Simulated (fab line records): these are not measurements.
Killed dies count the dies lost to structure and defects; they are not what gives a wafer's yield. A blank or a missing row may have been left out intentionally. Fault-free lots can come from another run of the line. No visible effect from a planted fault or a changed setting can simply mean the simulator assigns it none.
One fault through the eyes of 2 desks -- flow ritCmos -- only its own numbers are on each desk; what lay behind them is given at the end

AT THE METROLOGY DESK
What the gauges read, lot by lot, whatever tool the lot ran on: means of the sampled wafers that have a number. The brackets show how far a lot's mean lies from the usual mean; more than 4 standard deviations puts the lot out of limits, marked OUT.
Columns: A = PWELL_TW at RIT_PWELL_TW_MEAS_10, usual 954; B = NWELL_RS at RIT_WELLDRIVE_RS_MEAS_01, usual 275.2 ohm/sq; C = PWELL_RS at RIT_WELLDRIVE_RS_MEAS_02, usual 429.4 ohm/sq; D = NRETRO_OVL at RIT_NRETRO_OVL_MEAS_06, usual 0.7 nm
lot,first seen here,A,B,C,D
L498,day 2 04:41,959,275.5,429.1,0.4
L508,day 4 05:37,953,275.9,429.6,3.2
L509,day 4 10:49,962,275.1,429.7,-3.4
L510,day 4 15:28,945,276.1,430.4,1.8
L515,day 5 16:38,952,276.8,430.0,1.4
L517,day 6 05:04,946,273.9,429.5,0.2
This desk's finding: nothing out of limits on any of the 6 lots.

DESK OF THE TOOL OWNER: implanter-02
For each lot that ran on this tool, the mean over its sampled wafers that have a number, from the tool's own readings at RIT_NRETRO_IMPLANT_08. The brackets show how far a lot's mean lies from the usual mean; more than 4 standard deviations puts the lot out of limits, marked OUT.
Columns: A = beamEnergyKeV at RIT_NRETRO_IMPLANT_08, usual 70.005
lot,first seen here,A
L508,day 4 12:10,69.994
L509,day 4 17:30,75.272 (+99 or more) OUT
L510,day 4 22:09,75.277 (+99 or more) OUT
Finding of this desk: L509, L510 out of limits; the first was L509 at day 4 17:30, on beamEnergyKeV at RIT_NRETRO_IMPLANT_08. L508 stayed within limits.

ALL TOGETHER
The tool owner's desk had the chance to raise an alarm at day 4 17:30 on L509, L510.
Nothing out of limits was seen by the metrology desk.
The metrology desk has L509, L510 on record, within its limits.
Of the lots named, all ran RIT_NRETRO_IMPLANT_08 on implanter-02.

WHAT WAS PUT IN BY THE SIMULATOR
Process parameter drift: implanter-02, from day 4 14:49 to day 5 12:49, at RIT_NRETRO_IMPLANT_08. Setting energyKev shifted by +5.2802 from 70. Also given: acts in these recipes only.
Shown lots that were struck: L509, L510.
Hours from the fault's start to each desk's first reading out of limits: the tool owner's desk, 3.
